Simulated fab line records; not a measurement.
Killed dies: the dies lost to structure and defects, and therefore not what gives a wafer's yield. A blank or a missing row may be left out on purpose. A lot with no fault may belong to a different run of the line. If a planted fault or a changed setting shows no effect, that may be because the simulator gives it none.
Matching of chambers :: flow berkeleyCmos170 :: rieDiel-01 running UCB170_M1_ETCH_11: 4 sister chambers
The step etches BARC in N2/H2. 8 wafers are shown with their chamber, then 7 later ones without.

## WAFERS PAIRED WITH THEIR CHAMBERS
wafer: L679.1
chamber: 3
throttleValvePct (%): 13.10
drypumpMotorCurrentA (A): 5.5

wafer: L696.2
chamber: 3
throttleValvePct (%): 13.11
drypumpMotorCurrentA (A): 5.5

wafer: L696.3
chamber: 2
throttleValvePct (%): 13.33
drypumpMotorCurrentA (A): 5.9

wafer: L694.1
chamber: 2
throttleValvePct (%): 13.32
drypumpMotorCurrentA (A): 5.9

wafer: L694.2
chamber: 1
throttleValvePct (%): 13.06
drypumpMotorCurrentA (A): 6.0

wafer: L694.4
chamber: 0
throttleValvePct (%): 13.18
drypumpMotorCurrentA (A): 5.7

wafer: L695.2
chamber: 0
throttleValvePct (%): 13.15
drypumpMotorCurrentA (A): 5.6

wafer: L695.4
chamber: 1
throttleValvePct (%): 13.04
drypumpMotorCurrentA (A): 5.9

## WAFERS WITHOUT THEIR CHAMBER
wafer: L695.5
throttleValvePct (%): 13.12
drypumpMotorCurrentA (A): 5.5

wafer: L697.1
throttleValvePct (%): 13.10
drypumpMotorCurrentA (A): 5.5

wafer: L697.2
throttleValvePct (%): 13.33
drypumpMotorCurrentA (A): 6.0

wafer: L697.4
throttleValvePct (%): 13.05
drypumpMotorCurrentA (A): 5.9

wafer: L693.1
throttleValvePct (%): 13.05
drypumpMotorCurrentA (A): 5.9

wafer: L693.5
throttleValvePct (%): 13.12
drypumpMotorCurrentA (A): 5.5

wafer: L693.6
throttleValvePct (%): 13.33
drypumpMotorCurrentA (A): 5.9

## EACH ONE'S CHAMBER
wafer: L695.5
from the rows above: 3
in truth: 3

wafer: L697.1
from the rows above: 3
in truth: 3

wafer: L697.2
from the rows above: 2
in truth: 2

wafer: L697.4
from the rows above: 1
in truth: 1

wafer: L693.1
from the rows above: 1
in truth: 1

wafer: L693.5
from the rows above: 3
in truth: 3

wafer: L693.6
from the rows above: 2
in truth: 2
7 of 7 placed correctly. Not placeable from these rows: 0. 0 placed wrongly.
How it was worked out, from the rows above alone: a wafer's distance from a chamber is the root of the sum, over the readings, of the square of ((its reading less the chamber's mean) divided by the reading's scatter). The wafer belongs to the nearest chamber; if the next one is less than 2 further off, it can't be placed. Each chamber's mean is taken over the wafers shown for it. The scatter: take each reading less its chamber's mean, square it, sum over the shown wafers, divide by the number of wafers less the number of chambers, and take the root.
